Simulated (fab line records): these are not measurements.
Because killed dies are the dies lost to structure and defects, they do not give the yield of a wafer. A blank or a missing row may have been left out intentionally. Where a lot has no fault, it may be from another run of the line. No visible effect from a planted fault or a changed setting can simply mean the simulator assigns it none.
A lot that was struck, set against a sound lot | flow berkeleyCmos170 | 41 out of 331 route steps
Sound: these wafers, L954.3, L954.4, L954.5. Wafers struck: L952.1, L952.4, L952.5. The cause comes at the end.
Order at every step that has rows: each side's tool, ch and its chambers, its first start. Under that, the readings that differ: sound wafers | struck wafers | difference of the means | sigmas: that difference in standard deviations of wafers without a fault.
alike: words and numbers the same on both sides, and readings whose means are apart by under 2 such deviations; not compared: readings that were withheld, readings missing a value for some wafer, numbers with overlapping values and no deviation given by the record, and bounds like >300 which may hide the same value.
Wherever a step has rows on one side only, a row that says differs or no value, or a row with sigmas, the two part there. When numbers do not overlap yet have no deviation, they are printed without sigmas and do not part them. Lack of a reading on every wafer of one side parts them only where that side has two or more wafers.

first, 4 steps without rows for these wafers: UCB170_PFIELD_SOFTBAKE_02 (time 60 s); UCB170_PFIELD_EXPOSE_03 (exposes mask PFIELD, target cd 1500 nm); UCB170_PFIELD_PEB_04; UCB170_PFIELD_DEVELOP_05 (develop time 45 s).
UCB170_PFIELD_OVL_MEAS_06:
  sound on overlay-02 at day 6 09:56; struck on overlay-02 at day 6 03:35
  alike: PFIELD_OVL
then, 1 step without rows for these wafers: UCB170_PFIELD_IMPLANT_07.
UCB170_PFIELD_STRIP_08: strips in O2.
  sound on plasmaAsher-03 ch 0,1, day 6 10:08; struck on plasmaAsher-01 ch 0, day 6 03:46
  alike: drypumpMotorCurrentA, oesProductAu, stripTimeToEndpointS
  not compared: rfHoursCounterH
UCB170_PFIELD_TW_MEAS_09:
  sound on filmMetro-01 at day 6 10:14; struck on filmMetro-01 at day 6 03:52
  alike: PFIELD_TW
then, 2 steps without rows for these wafers: UCB170_FIELD_CLEAN_00 (cleans in dHF, time 7.5 s); UCB170_FIELD_OXIDATION_01 (target thk 558.3 nm, ox time 7200 s).
UCB170_FIELD_THK_MEAS_02:
  sound on filmMetro-01 at day 6 15:44; struck on filmMetro-04 at day 6 08:04
  alike: FIELD_OXIDE_THK
then, 1 step without rows for these wafers: UCB170_FIELD_ANNEAL_03 (time 1200 s).
UCB170_FIELD_WET_ETCH_04: etches SiO2 in dHF, time 60 s.
  sound on wetBench-04 ch 1, day 6 18:24; struck on wetBench-03 ch 1, day 6 11:17
  no value came back on the struck wafers for bathHeatDutyPct (%), runLengthS (s); on the sound wafers bathHeatDutyPct (%) reads 6.4 6.6 6.9
reading                                     | sound             | struck          | difference | sigmas
model.SiO2_of_FIELD_OXIDATION_01.thkNm (nm) | 537.1 544.3 537.1 | 546.4 563.8 557 | +16.2      | 
then, 1 step without rows for these wafers: UCB170_FIELD_WET_ETCH_05 (etches Si3N4 in H3PO4, time 12600 s).
UCB170_FIELD_WET_ETCH_06: etches SiO2 in BOE, time 22.85 s.
  sound on wetBench-04 ch 0, day 6 21:56; struck on wetBench-03 ch 2, day 6 14:49
reading                                     | sound             | struck          | difference | sigmas
model.SiO2_of_FIELD_OXIDATION_01.thkNm (nm) | 453.3 460.5 453.3 | 464 481.4 474.4 | +18        | 
  alike: bathHeatDutyPct, runLengthS
UCB170_FIELD_THK_MEAS_90:
  sound on filmMetro-04 at day 6 21:58; struck on filmMetro-04 at day 6 14:50
  alike: FIELD_OXIDE_LEFT_1_THK
then, 11 steps without rows for these wafers: UCB170_SACOX_CLEAN_00 (cleans in dHF, time 7.5 s); UCB170_SACOX_OXIDATION_01 (target thk 14.4 nm, ox time 2400 s); UCB170_SCREENOX_WET_ETCH_00 (etches SiO2 in dHF, time 200 s); UCB170_SCREENOX_OXIDATION_01 (target thk 14.4 nm, ox time 2400 s); UCB170_SCREENOX_ANNEAL_03 (time 900 s); UCB170_NVT_HMDS_00 (prime time 60 s); UCB170_NVT_COAT_01 (resist thk 900 nm); UCB170_NVT_SOFTBAKE_02 (time 60 s); UCB170_NVT_EXPOSE_03 (exposes mask PWELL, target cd 3000 nm); UCB170_NVT_PEB_04; UCB170_NVT_DEVELOP_05 (develop time 45 s).
UCB170_NVT_OVL_MEAS_06:
  sound on overlay-01 at day 7 09:31; struck on overlay-01 at day 7 01:44
  alike: NVT_OVL
then, 1 step without rows for these wafers: UCB170_NVT_IMPLANT_07.
UCB170_NVT_STRIP_08: strips in O2.
  sound on plasmaAsher-02 ch 0,1, day 7 09:43; struck on plasmaAsher-03 ch 0,1, day 7 01:57
  alike: drypumpMotorCurrentA, oesProductAu, stripTimeToEndpointS
  not compared: rfHoursCounterH
UCB170_NVT_TW_MEAS_09:
  sound on filmMetro-02 at day 7 09:49; struck on filmMetro-04 at day 7 02:03
  alike: NVT_TW
then, 7 steps without rows for these wafers: UCB170_NVT_CLEAN_10 (cleans in SPM, time 600 s); UCB170_PVT_HMDS_00 (prime time 60 s); UCB170_PVT_COAT_01 (resist thk 900 nm); UCB170_PVT_SOFTBAKE_02 (time 60 s); UCB170_PVT_EXPOSE_03 (exposes mask NWELL, target cd 3000 nm); UCB170_PVT_PEB_04; UCB170_PVT_DEVELOP_05 (develop time 45 s).
UCB170_PVT_OVL_MEAS_06:
  sound on overlay-02 at day 7 11:32; struck on overlay-01 at day 7 05:32
  alike: PVT_OVL
then, 1 step without rows for these wafers: UCB170_PVT_IMPLANT_07.
UCB170_FIELD_THK_MEAS_91:
  sound on filmMetro-03 at day 7 11:57; struck on filmMetro-03 at day 7 05:57
  alike: FIELD_OXIDE_LEFT_2_THK

WHERE THEY PART
Only at UCB170_FIELD_WET_ETCH_04, within this record. Later steps at which nothing parts them and some readings are alike: UCB170_FIELD_WET_ETCH_06, UCB170_FIELD_THK_MEAS_90, UCB170_NVT_OVL_MEAS_06, UCB170_NVT_STRIP_08, UCB170_NVT_TW_MEAS_09, UCB170_PVT_OVL_MEAS_06, UCB170_FIELD_THK_MEAS_91.

WHY: what the simulator had put in
Skipped step whole: wetBench-03, from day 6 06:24 on, at UCB170_FIELD_WET_ETCH_04. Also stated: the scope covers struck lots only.
